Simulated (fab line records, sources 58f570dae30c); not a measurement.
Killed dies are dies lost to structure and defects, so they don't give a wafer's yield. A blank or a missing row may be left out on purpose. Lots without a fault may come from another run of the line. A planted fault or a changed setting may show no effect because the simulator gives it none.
Which tool did it? | flow berkeley_cmos170 | 7 lots, 21 wafers sampled, at 1 step of a route of 331

WHAT THE GAUGES READ, wafer by wafer
UCB170_PSD_CD_MEAS_06: target cd 1200 nm.
lot  | measured     | on        | cd_nm (nm)
L409 | day 8 08:15  | cd_sem-01 | 1198.1 1198.4 1199.8
L412 | day 8 18:01  | cd_sem-02 | 1197.9 1198.6 1199.2
L416 | day 9 21:03  | cd_sem-02 | 1200.5 1198.7 1200.0
L421 | day 10 10:38 | cd_sem-01 | 1200.7 1199.7 1202.2
L420 | day 10 11:36 | cd_sem-01 | 1200.6 1200.2 1199.6
L425 | day 11 17:26 | cd_sem-02 | 1199.8 1200.0 1200.1
L430 | day 12 08:09 | cd_sem-01 | 1199.7 1199.4 1199.4

WHICH TOOL RAN EACH LOT (tool, then ch and the chambers of the sampled wafers, then the start)
The record holds no process step before these readings.

THE ANSWER, worked out from the rows above alone
Rule: what is usual is taken from the lots themselves. Put in order of their means at a reading, lots are off if they are a third of the lots or fewer, leave a main group of 4 or more, and stand apart from it by a gap of 3 or more times the standard deviation of the main group's means; of several such gaps the widest counts. A main group whose means are all the same, to the digits that the tables above print for the reading, isn't used. A lot without any number at a reading at which 4 lots or more have one is off too. The other lots that the step has rows for count as sound.
No lot is off at any reading shown: from this, nothing can be told.

WHAT THE SIMULATOR HAD PUT IN
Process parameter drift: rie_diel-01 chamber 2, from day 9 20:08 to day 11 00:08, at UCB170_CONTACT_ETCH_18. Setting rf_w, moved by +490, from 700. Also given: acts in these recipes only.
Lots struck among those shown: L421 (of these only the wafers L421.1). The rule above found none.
